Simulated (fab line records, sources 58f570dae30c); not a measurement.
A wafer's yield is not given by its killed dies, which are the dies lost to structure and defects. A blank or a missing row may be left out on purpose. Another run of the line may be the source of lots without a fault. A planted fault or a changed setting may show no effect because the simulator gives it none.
Which of the tools did it? | flow berkeley cmos170 | 45 wafers from 15 lots sampled at 4 of the route's 331 steps

== WHAT THE GAUGES READ, wafer by wafer ==
UCB170_NWELL_THK_MEAS_05.
lot  | measured    | on            | NWELL_NITRIDE_THK (nm)
L382 | day 2 14:15 | film metro-03 | 218.8 221.3 222.5
L383 | day 2 14:17 | film metro-01 | 222.8 224.4 224.0
L384 | day 2 19:03 | film metro-03 | 225.5 223.9 224.4
L385 | day 3 00:01 | film metro-04 | 224.9 226.1 226.6
L386 | day 3 02:51 | film metro-01 | 223.7 223.3 224.1
L388 | day 3 09:06 | film metro-03 | 228.4 225.8 227.6
L389 | day 3 16:08 | film metro-04 | 228.2 229.5 229.9
L395 | day 5 00:49 | film metro-01 | 225.9 224.6 226.9
L396 | day 5 07:18 | film metro-03 | 225.7 225.6 225.1
L397 | day 5 13:26 | film metro-01 | 220.0 219.9 220.6
L398 | day 5 13:27 | film metro-03 | 225.2 224.4 223.6
L399 | day 5 22:52 | film metro-04 | 221.3 217.9 220.7
L401 | day 6 02:52 | film metro-01 | 224.3 224.5 223.9
L404 | day 6 19:53 | film metro-01 | 225.8 227.3 225.9
L405 | day 7 03:30 | film metro-01 | 225.3 225.5 225.8

UCB170_ACTIVE_THK_MEAS_03.
lot  | measured    | on            | ACTIVE_OXIDE_THK (nm)
L382 | day 4 04:48 | film metro-04 | 26.2 26.0 25.7
L383 | day 4 04:50 | film metro-02 | 25.9 26.1 26.2
L384 | day 4 11:28 | film metro-04 | 26.6 26.3 27.0
L385 | day 4 18:41 | film metro-04 | 40.9 40.8 40.7
L386 | day 4 16:08 | film metro-01 | 26.7 26.8 26.7
L388 | day 5 02:17 | film metro-04 | 39.7 39.2 39.3
L389 | day 5 15:55 | film metro-04 | 40.0 39.9 40.5
L395 | day 6 16:56 | film metro-01 | 26.4 26.7 26.3
L396 | day 6 22:40 | film metro-04 | 25.9 26.1 25.5
L397 | day 7 07:03 | film metro-02 | 27.5 27.2 27.1
L398 | day 7 07:04 | film metro-01 | 25.9 26.4 26.5
L399 | day 7 12:17 | film metro-01 | 26.6 26.8 26.3
L401 | day 7 18:37 | film metro-01 | 26.7 27.2 26.8
L404 | day 8 17:16 | film metro-04 | 26.2 26.5 26.4
L405 | day 8 17:16 | film metro-01 | 26.6 27.1 26.5

== WHICH TOOL RAN EACH LOT (tool, then ch and the chambers of the sampled wafers, then the start) ==
lot  | UCB170_NWELL_ETCH_13              | UCB170_ACTIVE_OXIDATION_02
L382 | rie diel-03 ch 1,3, day 2 15:20   | furnace-04 ch 0, day 4 03:27
L383 | rie diel-02 ch 0,2,3, day 2 15:26 | furnace-04 ch 0, day 4 03:27
L384 | rie diel-04 ch 2,3, day 2 20:19   | furnace-01 ch 0, day 4 10:07
L385 | rie diel-04 ch 0,2,3, day 3 01:06 | furnace-04 ch 0, day 4 14:44
L386 | rie diel-03 ch 0,1, day 3 04:04   | furnace-04 ch 0, day 4 14:44
L388 | rie diel-02 ch 0,2, day 3 10:14   | furnace-01 ch 0, day 4 22:20
L389 | rie diel-04 ch 0,2,3, day 3 18:30 | furnace-04 ch 0, day 5 13:01 and furnace-03 ch 0, day 5 14:33
L395 | rie diel-02 ch 0,1, day 5 02:34   | furnace-01 ch 0, day 6 15:35
L396 | rie diel-02 ch 0,1,3, day 5 08:20 | furnace-03 ch 0, day 6 21:17
L397 | rie diel-02 ch 1,2, day 5 14:30   | furnace-01 ch 0, day 7 05:42
L398 | rie diel-04 ch 1,2,3, day 5 14:59 | furnace-01 ch 0, day 7 05:42
L399 | rie diel-02 ch 2,3, day 6 00:01   | furnace-01 ch 0, day 7 10:33
L401 | rie diel-03 ch 1,2,3, day 6 04:45 | furnace-01 ch 0, day 7 17:14
L404 | rie diel-04 ch 1,2, day 6 20:53   | furnace-01 ch 0, day 8 15:55
L405 | rie diel-04 ch 0,2,3, day 7 04:26 | furnace-01 ch 0, day 8 15:55
- UCB170_NWELL_ETCH_13: etches Si3N4 in CH3F/Ar/O2, stops on SiO2, target depth 246.4 nm, time 154 s.
- UCB170_ACTIVE_OXIDATION_02: target thk 26.4 nm, ox time 1260 s.

== AS READ BY THE TOOLS THEMSELVES (means over the sampled wafers that have a number; for cases with no such wafer, the mark the record gives instead) ==
UCB170_NWELL_ETCH_13.
lot  | tool        | CH3F_flow_sccm (sccm) | drypump motor current A (A) | mfc ar sccm (sccm) | oes product au (a.u.) | rf fwd power W (W) | throttle valve pct (%)
L382 | rie diel-03 | 19.99                 | 6.2                         | 49.96              | 0.928                 | 450.3              | 8.07
L383 | rie diel-02 | 19.99                 | 5.7                         | 49.91              | 0.951                 | 446.9              | 8.10
L384 | rie diel-04 | 20.09                 | 5.3                         | 50.15              | 0.927                 | 447.7              | 8.19
L385 | rie diel-04 | 19.99                 | 5.7                         | 49.92              | 0.941                 | 448.8              | 8.06
L386 | rie diel-03 | 20.00                 | 6.0                         | 49.98              | 0.948                 | 446.9              | 8.06
L388 | rie diel-02 | 19.97                 | 5.6                         | 50.06              | 0.959                 | 448.1              | 7.96
L389 | rie diel-04 | 19.92                 | 5.7                         | 50.01              | 0.941                 | 447.9              | 8.07
L395 | rie diel-02 | 19.97                 | 6.0                         | 50.13              | 0.959                 | 449.5              | 7.93
L396 | rie diel-02 | 20.05                 | 5.9                         | 49.98              | 0.953                 | 449.0              | 8.09
L397 | rie diel-02 | 20.03                 | 6.1                         | 49.98              | 0.942                 | 448.3              | 7.87
L398 | rie diel-04 | 20.00                 | 5.2                         | 50.15              | 0.929                 | 447.8              | 8.11
L399 | rie diel-02 | 19.97                 | 5.8                         | 50.04              | 0.933                 | 446.2              | 8.18
L401 | rie diel-03 | 19.99                 | 6.0                         | 50.12              | 0.934                 | 448.5              | 8.15
L404 | rie diel-04 | 20.00                 | 4.9                         | 49.97              | 0.948                 | 449.2              | 8.14
L405 | rie diel-04 | 20.08                 | 5.7                         | 49.84              | 0.937                 | 446.6              | 8.07

UCB170_ACTIVE_OXIDATION_02.
lot  | tool                  | ox temp c max
L382 | furnace-04            | 1005.9
L383 | furnace-04            | 1006.1
L384 | furnace-01            | 1005.2
L385 | furnace-04            | 1005.7
L386 | furnace-04            | 1005.9
L388 | furnace-01            | 1006.0
L389 | furnace-04/furnace-03 | 1006.2
L395 | furnace-01            | 1007.1
L396 | furnace-03            | 1006.8
L397 | furnace-01            | 1006.0
L398 | furnace-01            | 1007.9
L399 | furnace-01            | 1005.6
L401 | furnace-01            | 1007.1
L404 | furnace-01            | 1006.7
L405 | furnace-01            | 1007.6

== THE ANSWER, worked out from the rows above alone ==
Rule: what is usual is taken from the lots themselves. The widest of any qualifying gaps counts: lots, ordered by their means at a reading, are off when they make up no more than a third of the lots, leave a main group of 4 or more, and stand apart from it by 3 or more times the standard deviation of that group's means. Not used: any main group whose means are identical at the precision the tables above print for the reading. Also off: a lot with no number at a reading for which 4 or more lots have one. Where the step has rows for the other lots, those lots are counted as sound. The gauges are gone through in route order, then the tools' own readings, and for those a lot's mean is taken as printed above. The first step at which some lot is off is used, and at that step the reading that is off furthest; a lot without a number counts as furthest.
Off: L385, L388, L389, seen at UCB170_ACTIVE_THK_MEAS_03 (ACTIVE_OXIDE_THK). The main group: mean 26.5 nm, standard deviation 0.39.
A tool fits if, at a process step before that reading, it ran every lot that is off, and no sound lot after the first of them. Gauges at UCB170_ACTIVE_THK_MEAS_03: tried the same way as those tools. Of those tried, none fits.

== WHAT WAS PUT IN BY THE SIMULATOR ==
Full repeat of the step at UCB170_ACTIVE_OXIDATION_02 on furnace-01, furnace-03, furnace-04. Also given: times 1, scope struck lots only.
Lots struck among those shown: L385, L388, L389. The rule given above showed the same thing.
